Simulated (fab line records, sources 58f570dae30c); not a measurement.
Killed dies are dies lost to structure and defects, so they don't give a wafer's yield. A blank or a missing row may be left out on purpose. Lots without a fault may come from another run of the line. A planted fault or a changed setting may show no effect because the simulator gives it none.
Which tool did it? | flow berkeley_cmos170 | 7 lots, 21 wafers sampled, at 2 steps of a route of 331

WHAT THE GAUGES READ, wafer by wafer
UCB170_SILICIDE_RS_MEAS_02: measures by four-point-probe.
lot  | measured     | on            | SILICIDE_TI_RS (ohm/sq)
L890 | day 7 04:22  | film_metro-01 | 25.6 25.6 25.5
L893 | day 7 23:37  | film_metro-03 | 25.9 25.8 25.9
L895 | day 9 02:22  | film_metro-01 | 25.6 26.3 26.0
L899 | day 9 04:32  | film_metro-04 | 25.8 26.0 25.9
L907 | day 10 10:56 | film_metro-03 | 26.5 26.6 26.5
L910 | day 11 05:51 | film_metro-01 | 25.9 26.1 26.1
L911 | day 12 01:47 | film_metro-04 | 26.5 26.2 26.3

WHICH TOOL RAN EACH LOT (tool, then ch and the chambers of the sampled wafers, then the start)
lot  | UCB170_SILICIDE_SPUTTER_01
L890 | pvd_sputter-01, day 7 04:17
L893 | pvd_sputter-03, day 7 23:33
L895 | pvd_sputter-01, day 9 02:18
L899 | pvd_sputter-01, day 9 04:29
L907 | pvd_sputter-03, day 10 10:53
L910 | pvd_sputter-03, day 11 05:48
L911 | pvd_sputter-03, day 12 01:45
- UCB170_SILICIDE_SPUTTER_01: material Ti, target thk 30 nm, time 25 s.

THE ANSWER, worked out from the rows above alone
Rule: what is usual is taken from the lots themselves. Put in order of their means at a reading, lots are off if they are a third of the lots or fewer, leave a main group of 4 or more, and stand apart from it by a gap of 3 or more times the standard deviation of the main group's means; of several such gaps the widest counts. A main group whose means are all the same, to the digits that the tables above print for the reading, isn't used. A lot without any number at a reading at which 4 lots or more have one is off too. The other lots that the step has rows for count as sound.
No lot is off at any reading shown: from this, nothing can be told.

WHAT THE SIMULATOR HAD PUT IN
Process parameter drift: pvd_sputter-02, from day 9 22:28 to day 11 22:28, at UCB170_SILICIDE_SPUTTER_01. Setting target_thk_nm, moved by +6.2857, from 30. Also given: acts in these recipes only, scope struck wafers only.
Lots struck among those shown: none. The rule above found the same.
